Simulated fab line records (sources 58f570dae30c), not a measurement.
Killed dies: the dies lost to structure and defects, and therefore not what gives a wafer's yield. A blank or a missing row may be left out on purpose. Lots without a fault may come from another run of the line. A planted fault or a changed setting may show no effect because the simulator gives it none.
Problem report in the 8D (eight disciplines) form, filled by code / flow berkeley_cmos170 / the parts of the form that need people (team, actions taken, sign-off) are left out

== 1. THE ISSUE ==
Wafers without a fault read 0.853 a.u., standard deviation 0.017; oes_product_au at UCB170_M3_METAL_ETCH_18 reads a mean of 0.375 a.u. on 6 wafers belonging to 2 lots. That is -28 standard deviations from the usual mean.
The step: etches Al in Cl2/BCl3, stops on SiO2, target depth 1170 nm, time 195 s.
Earliest sighting: wafer L430.2 on rie_metal-02 at day 12 08:11. The record has a number at this step for 42 wafers belonging to 14 lots. The rule behind "out" and "out of limits": a value lying over 4 standard deviations away from the usual mean. Any other wafer with a number is counted as sound.

== 2. WHAT IT IS, AND WHAT IT ISN'T ==
question=which readings at this step | is=oes_product_au | is not=bias_w, drypump_motor_current_A, throttle_valve_pct
question=which lots | is=L430, L431 | is not=L415, L416, L417, L419, L421, L422, L425, L427, L428, L433, L437, L438
question=which wafers of those lots | is=all that have a number | is not=-
question=read on which tools | is=rie_metal-02, rie_metal-03 | is not=rie_metal-01
question=when | is=from day 12 08:11 | is not=up to then (27 sound wafers); but 9 sound wafers of L433, L437, L438 came after

== 3. SUSPECTS, AND WHAT RULES EACH OUT ==
Counting: a tool at any process step up to the reading remains a suspect when it ran all the lots that are out and ran no sound lot after the first of those.
- rie_diel-03 at UCB170_M3_ETCH_17 (etches BARC in N2/H2): ruled out as a lasting fault. After its first lot that is out, L430 (day 12 08:09), sound lots L437 ran on it.
Left after counting: nothing in the record.

== 4. THE CAUSE (what the simulator had put in) ==
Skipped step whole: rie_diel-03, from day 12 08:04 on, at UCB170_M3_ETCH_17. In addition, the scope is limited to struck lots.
Counting ruled it out, wrongly: the rule takes a fault to strike every lot that its tool runs from its start on, and this one did not.

== 5. THE EFFECT CHAIN, in route order ==
Each row: a reading whose mean over the struck wafers that have a number lies more than 3 standard deviations from the usual. Only readings for which the record gives a usual standard deviation are gone through. hours: the time from each lot's start at the first step in this table that gives one to its start at this step, as a median over the lots. sigmas: the change in usual standard deviations.
hours=0; step=UCB170_M3_METAL_ETCH_18; reading=oes_product_au; usual=0.853 a.u.; on struck wafers=0.375; change=-0.478; sigmas=-28
It contains these process steps:
- UCB170_M3_METAL_ETCH_18: etches Al in Cl2/BCl3, stops on SiO2, target depth 1170 nm, time 195 s.
Readings that are blank on the struck wafers while sound wafers have them: bias_w at UCB170_M3_ETCH_17; chamber_pressure_mTorr at UCB170_M3_ETCH_17; drypump_motor_current_A at UCB170_M3_ETCH_17; oes_product_au at UCB170_M3_ETCH_17; throttle_valve_pct at UCB170_M3_ETCH_17; cd_nm at UCB170_M3_CD_MEAS_90.

== 6. HOW IT WOULD HAVE BEEN CAUGHT EARLIER ==
The fault began at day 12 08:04; the first out-of-limits reading in this record came at day 12 08:11, 0 hours later.
At UCB170_M3_ETCH_17 the tool's readings are blank on the struck wafers, where sound wafers have them: an empty tool record is the first sign, and it was there at once.
